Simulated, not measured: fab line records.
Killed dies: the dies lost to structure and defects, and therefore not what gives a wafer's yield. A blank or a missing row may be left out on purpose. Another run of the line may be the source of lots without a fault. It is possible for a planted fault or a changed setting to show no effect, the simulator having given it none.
fab line records ; flow rit-cmos
[record] lots = 5; wafers = 15; last-day = 6
route steps=202 shown PRETRO@69 GATE@75 FOX2@80 M1@202
lots that met no fault: taken from a fault-free run of the same line
start-h: hours from the record's first day to the start of the lot's first wafer shown ; wait-h: hours elapsed since this lot's preceding step ; " same as the row above ; L1.1+2: one row covering several wafers at once ; - no value present, or no start provided ; * or withheld: withheld ; < > ~ a bound
route shown NAME@n: NAME is a module with steps in the file, n the number in the route of the first one ; usual: mean/standard deviation taken from wafers without a fault ; same: alike in all rows ; chamber/n: place in a boat ; sites: readings site by site ; _std_site: the values' standard deviation ; _edge_site: outer sites' mean less inner sites' ; radius-mm: for every site, how far away it sits from the centre of the wafer ; mask NAME#n: copy n ; behind: the last tool/chamber to shape the wafer ; hold: reason for holding the lot/hours on hold/outcome of the hold ; device: which transistor (n, p or np) failed to switch ; end of line: the same wafers' tests at the end of the route ; step lacking rows: just its recipe ; killed: not the wafer's yield, but the dies lost to structure and defects at the first sort ; map: a wafer's dies, x killed, . not, _ none there
set.NAME: the setting that was run; set.NAME@STEP: the one run at that earlier step ; model.NAME: the simulator's own value behind a step, which no gauge read
lots at some steps of the route; a table a step, a row a wafer
services: from which hour (start-h, from the record's first day; less than 0 if before it) a tool's chamber was out of use, for how many hours, and why
[[steps]]
[step RIT_PRETRO_DEVELOP_05]
[recipe] resist = NOVOLAK; develop-time-s = 68; dev-temp-c = 23
[step RIT_PRETRO_OVL_MEAS_06]
[usual] PRETRO_OVL = 0.2/1.3
lot.wafer;tool;chamber;start-h;wait-h;PRETRO_OVL[nm]
L848.2;overlay-02;-;34.81;-;0.6
L848.4;overlay-02;-;34.81;-;-0.1
L848.6;overlay-02;-;34.81;-;0.6
L850.1;overlay-01;-;42.31;-;-0.8
L850.4;overlay-01;-;42.31;-;-0.2
L850.6;overlay-01;-;42.31;-;-0.7
L853.3;overlay-01;-;59.13;-;-0.5
L853.4;overlay-01;-;59.13;-;0.2
L853.6;overlay-01;-;59.13;-;0.9
L861.3;overlay-02;-;96.66;-;1.0
L861.4;overlay-02;-;96.66;-;0.9
L861.5;overlay-02;-;96.66;-;1.2
L867.2;overlay-01;-;126.16;-;-0.3
L867.4;overlay-01;-;126.16;-;0.5
L867.5;overlay-01;-;126.16;-;1.9
[step RIT_PRETRO_HARDBAKE_07]
[recipe] resist = NOVOLAK; temp-c = 141.3; time-s = 120
[step RIT_PRETRO_IMPLANT_08]
[recipe] species = B; energy-kev = 45; dose-cm2 = 1.2e+13; tilt-deg = 7
[step RIT_PRETRO_STRIP_09]
[recipe] chemistry = O2; time-s = 180; resist = NOVOLAK; platen-temp-c = withheld; power-w = 500; pressure-mtorr = 4000; o2-flow-sccm = 4000
[usual] drypump-motor-current-A = 5.5/0.31
lot.wafer;tool;chamber;start-h;wait-h;drypump-motor-current-A;rf-hours-counter-h
L848.2;plasma-asher-02;1;35.24;0.1;5.7;40
L848.4;plasma-asher-02;1;35.24;0.1;5.7;-
L848.6;plasma-asher-02;0;35.24;0.1;5.3;-
L850.1;plasma-asher-02;0;42.75;0.1;5.3;40
L850.4;plasma-asher-02;1;42.75;0.1;5.7;-
L850.6;plasma-asher-02;0;42.75;0.1;5.3;-
L853.3;plasma-asher-02;1;59.61;0.1;5.7;-
L853.4;plasma-asher-02;0;59.61;0.1;5.3;-
L853.6;plasma-asher-02;0;59.61;0.1;5.3;-
L861.3;plasma-asher-04;0;97.14;0.1;5.8;-
L861.4;plasma-asher-04;1;97.14;0.1;5.5;-
L861.5;plasma-asher-04;1;97.14;0.1;5.5;-
L867.2;plasma-asher-04;1;126.59;0.1;5.6;1
L867.4;plasma-asher-04;1;126.59;0.1;5.6;-
L867.5;plasma-asher-04;1;126.59;0.1;5.6;-
[step RIT_PRETRO_TW_MEAS_10]
[usual] PRETRO_TW = 473/3.3
lot.wafer;tool;chamber;start-h;wait-h;PRETRO_TW
L848.2;film-metro-04;-;35.43;0.1;474
L848.4;film-metro-04;-;35.43;0.1;471
L848.6;film-metro-04;-;35.43;0.1;471
L850.1;film-metro-04;-;42.92;0.1;472
L850.4;film-metro-04;-;42.92;0.1;470
L850.6;film-metro-04;-;42.92;0.1;473
L853.3;film-metro-01;-;59.75;0.1;476
L853.4;film-metro-01;-;59.75;0.1;474
L853.6;film-metro-01;-;59.75;0.1;475
L861.3;film-metro-04;-;97.28;0.1;473
L861.4;film-metro-04;-;97.28;0.1;474
L861.5;film-metro-04;-;97.28;0.1;472
L867.2;film-metro-04;-;126.78;0.1;471
L867.4;film-metro-04;-;126.78;0.1;470
L867.5;film-metro-04;-;126.78;0.1;469
[step RIT_GATE_WET_ETCH_00]
[recipe] chemistry = BOE; target = SiO2; target-depth-nm = 56; time-s = 60; dry = n2-spin; dilution = 10:1; temp-c = 21.5
[step RIT_GATE_CLEAN_01]
[recipe] chemistry = SC1; mix = 3:3:50; time-s = 600; temp-c = 75
[step RIT_GATE_CLEAN_02]
[recipe] chemistry = dHF; dilution = 50:1; time-s = 30
[step RIT_GATE_CLEAN_03]
[recipe] chemistry = SC2; mix = 3:3:50; time-s = 600; temp-c = 75; dry = n2-spin
[step RIT_GATE_CLEAN_04]
[recipe] chemistry = dHF; dilution = 50:1; time-s = 60; dry = n2-spin
[step RIT_FOX2_THK_MEAS_91]
[recipe] reads = SiO2_of_FOX2_OXIDATION_00
[usual] FIELD_OXIDE_LEFT_2_THK = 247/6.2
lot.wafer;tool;chamber;start-h;wait-h;FIELD_OXIDE_LEFT_2_THK[nm]
L848.2;film-metro-04;-;36.02;0.0;237
L848.4;film-metro-04;-;36.02;0.0;237
L848.6;film-metro-04;-;36.02;0.0;238
L850.1;film-metro-04;-;43.40;0.0;252
L850.4;film-metro-04;-;43.40;0.0;251
L850.6;film-metro-04;-;43.40;0.0;250
L853.3;film-metro-04;-;60.22;0.0;247
L853.4;film-metro-04;-;60.22;0.0;251
L853.6;film-metro-04;-;60.22;0.0;258
L861.3;film-metro-02;-;97.96;0.0;238
L861.4;film-metro-02;-;97.96;0.0;244
L861.5;film-metro-02;-;97.96;0.0;236
L867.2;film-metro-04;-;127.27;0.0;253
L867.4;film-metro-04;-;127.27;0.0;250
L867.5;film-metro-04;-;127.27;0.0;255
[step RIT_GATE_OXIDATION_05]
[recipe] temp-c = 900; ambient = O2; target-thk-a = 30; ox-time-s = 270
[usual] tube-center-temp-C = 900.01/0.086
lot.wafer;tool;chamber;start-h;wait-h;tube-center-temp-C;model.SiO2_of_GATE_OXIDATION_05.thk-nm
L848.2;furnace-01;0;36.42;0.4;899.97;3.074
L848.4;furnace-01;0;36.42;0.4;900.02;3.029
L848.6;furnace-01;0;36.42;0.4;899.93;3.076
L850.1;furnace-04;0;44.60;1.2;899.94;3.072
L850.4;furnace-04;0;44.60;1.2;900.17;3.053
L850.6;furnace-04;0;44.60;1.2;899.98;2.992
L853.3;furnace-01;0;61.19;1.0;899.93;2.91
L853.4;furnace-01;0;61.19;1.0;900.12;2.981
L853.6;furnace-01;0;61.19;1.0;900.07;2.958
L861.3;furnace-04;0;98.00;0.0;899.8;2.987
L861.4;furnace-04;0;98.00;0.0;900.05;3.01
L861.5;furnace-04;0;98.00;0.0;900.06;3.011
L867.2;furnace-01;0;127.32;0.0;900.08;3.194
L867.4;furnace-01;0;127.32;0.0;900.03;3.155
L867.5;furnace-01;0;127.32;0.0;899.94;3.132
[step RIT_GATE_ANNEAL_06]
[recipe] temp-c = 900; time-s = 600; ambient = N2O
[step RIT_M1_PROBE_99]
[usual] killed_at_M0_to_M3 = 0.0/0.12; killed-at-contacts = 0.1/0.31; killed-at-front-end = 7/3.2; killed-dies = 7/3.2; killed-open = 3.6/2.1; killed-short = 3.5/2.1
[same] gross-dies = 264; killed_at_M4_up = 0; killed-at-back-side = 0; killed-at-other = 0
lot.wafer;tool;chamber;start-h;wait-h;killed_at_M0_to_M3;killed-at-contacts;killed-at-front-end;killed-dies;killed-open;killed-short;model.etest.pmos_0p3.r-on-ohm-um;model.etest.nmos_0p3.r-on-ohm-um;model.etest.nmos_0p15.drive-ua-um;model.etest.nmos-narrow.drive-ua-um;model.etest.nmos_0p3.drive-ua-um;model.etest.pmos_0p15.drive-ua-um;model.etest.nmos-turned.drive-ua-um;model.etest.pmos-turned.drive-ua-um
L848.2;prober-01;-;61.00;0.1;0;0;4;4;1;3;6336;2182;470.9;223.3;219.9;257.2;326;192.6
L848.4;prober-01;-;61.10;0.2;0;0;5;5;3;2;6197;2129;487.6;230.8;227.5;271.5;337.2;203.8
L848.6;prober-01;-;61.20;0.2;0;0;5;5;4;1;6204;2144;487.5;222.9;224.4;274.3;335.6;200.9
L850.1;prober-01;-;73.67;0.1;0;0;11;11;9;2;6437;2150;471.9;229.3;227;246.4;336;182.2
L850.4;prober-01;-;73.82;0.2;1;0;2;3;0;3;6562;2171;469.7;226.2;229;239.2;331.4;176.9
L850.6;prober-01;-;73.92;0.2;0;0;12;12;5;6;6432;2124;480.4;230.4;230.6;247.9;339.2;183.2
L853.3;prober-01;-;85.84;0.2;0;1;15;16;8;8;6139;2096;489.8;238.4;233.2;260.2;336.7;186.2
L853.4;prober-01;-;85.89;0.2;0;0;8;8;4;4;6166;2098;481.8;228.8;226.9;256.4;329.9;181.7
L853.6;prober-01;-;85.99;0.2;0;0;4;4;1;3;6175;2106;485.6;229.2;230.7;257.6;332;182.6
L861.3;prober-01;-;123.77;0.2;0;0;5;5;3;2;6044;2110;478.2;228.7;224.5;273.1;335.9;207.3
L861.4;prober-01;-;123.82;0.2;0;0;6;6;5;1;6126;2140;464.1;227.2;222.9;262.5;335.3;201
L861.5;prober-01;-;123.87;0.2;0;0;8;8;4;4;6086;2100;464.2;225.8;221.6;264.3;332;201.4
L867.2;prober-01;-;154.94;0.1;0;0;6;6;5;1;6400;2192;460.1;217.6;213.6;253.8;330;191.2
L867.4;prober-01;-;155.04;0.2;0;0;6;6;2;4;6386;2156;465.5;223;218.8;257.8;328.7;191.6
L867.5;prober-01;-;155.09;0.2;0;0;6;6;4;2;6380;2161;466;221.3;218.6;256.2;317.3;185.5
// killed by level:class
L848.2 GATE:geometric-particle:short=2 FOX2:geometric-particle:open=1 FOX2:geometric-particle:short=1
L848.4 SPACER:geometric-particle:short=2 FOX1:geometric-particle:open=1 FOX2:geometric-particle:open=1 REOX:geometric-particle:open=1
L848.6 GATE:geometric-particle:open=3 REOX:geometric-particle:short=1 REOX:geometric-particle:open=1
L850.1 REOX:geometric-particle:open=3 FOX1:geometric-particle:open=2 GATE:geometric-particle:open=2 FOX2:geometric-particle:open=1 GATE:geometric-particle:short=1 SPACER:geometric-particle:short=1 SILICIDE:geometric-particle:open=1
L850.4 GATE:geometric-particle:short=1 SPACER:geometric-particle:short=1 M1:geometric-particle:short=1
L850.6 GATE:geometric-particle:short=3 GATE:geometric-particle:open=3 REOX:geometric-particle:open=2 SILICIDE:geometric-particle:short=2 FOX2:geometric-particle:short=1 PLDD:coat-microbubble-printed=1
L853.3 GATE:geometric-particle:open=4 GATE:geometric-particle:short=4 FOX1:geometric-particle:open=2 FOX1:geometric-particle:short=1 REOX:geometric-particle:open=1 REOX:geometric-particle:short=1 SPACER:geometric-particle:open=1 SILICIDE:geometric-particle:short=1
L853.4 FOX2:geometric-particle:open=2 SILICIDE:geometric-particle:short=2 FOX1:geometric-particle:open=1 GATE:geometric-particle:short=1 REOX:geometric-particle:short=1 SPACER:geometric-particle:open=1
L853.6 FOX2:geometric-particle:short=3 FOX2:geometric-particle:open=1
L861.3 GATE:geometric-particle:open=3 FOX1:geometric-particle:short=2
L861.4 FOX1:geometric-particle:open=2 GATE:geometric-particle:open=2 FOX2:geometric-particle:short=1 SPACER:geometric-particle:open=1
L861.5 GATE:geometric-particle:open=2 SPACER:geometric-particle:short=2 FOX2:geometric-particle:short=1 GATE:geometric-particle:short=1 REOX:geometric-particle:open=1 SPACER:geometric-particle:open=1
L867.2 FOX1:geometric-particle:open=2 FOX2:geometric-particle:open=1 FOX2:geometric-particle:short=1 GATE:geometric-particle:open=1 SPACER:geometric-particle:open=1
L867.4 FOX1:geometric-particle:open=1 FOX1:geometric-particle:short=1 FOX2:geometric-particle:short=1 REOX:geometric-particle:short=1 SILICIDE:geometric-particle:open=1 SILICIDE:geometric-particle:short=1
L867.5 FOX1:geometric-particle:open=2 FOX1:geometric-particle:short=1 GATE:geometric-particle:short=1 SPACER:geometric-particle:open=1 SILICIDE:geometric-particle:open=1
[[services]]
tool;chamber;start-h;hours;kind
plasma-asher-04;-;54.47;2.2;repair
furnace-04;-;68.91;3.7;pm
plasma-asher-04;-;108.75;9.0;pm
plasma-asher-04;0;108.75;9.0;vent-cycle
plasma-asher-04;1;108.75;9.0;vent-cycle
plasma-asher-04;0;117.75;-;clean
plasma-asher-04;1;117.75;-;clean
plasma-asher-02;-;122.05;2.1;repair
[[key]]
first-sign none at tools or gauges
[model-effect] step = RIT_GATE_OXIDATION_05; value = SiO2_of_GATE_OXIDATION_05.thk-nm; without = 2.929; struck = 3.161
[model-effect] step = RIT_M1_PROBE_99; value = etest.pmos_0p3.r-on-ohm-um; without = 5989; struck = 6388
met-at RIT_GATE_OXIDATION_05
struck-wafers L867.2,L867.4,L867.5
tester-left-out L867
onset-between 61.19 127.32
also-fits time
[fault] kind = process-parameter-drift; tool = furnace-01; chamber = -; onset-h = 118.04; steps = RIT_GATE_OXIDATION_05; channel = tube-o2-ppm; offset = 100; shape = step; end-h = 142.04
// tester-left-out: of these lots the tester's yield and bins aren't shown, on N5 and GAA mostly nor the transistor test; their killed dies are dies lost to structure and defects alone, not to doping, threshold or leakage, so they don't give the yield
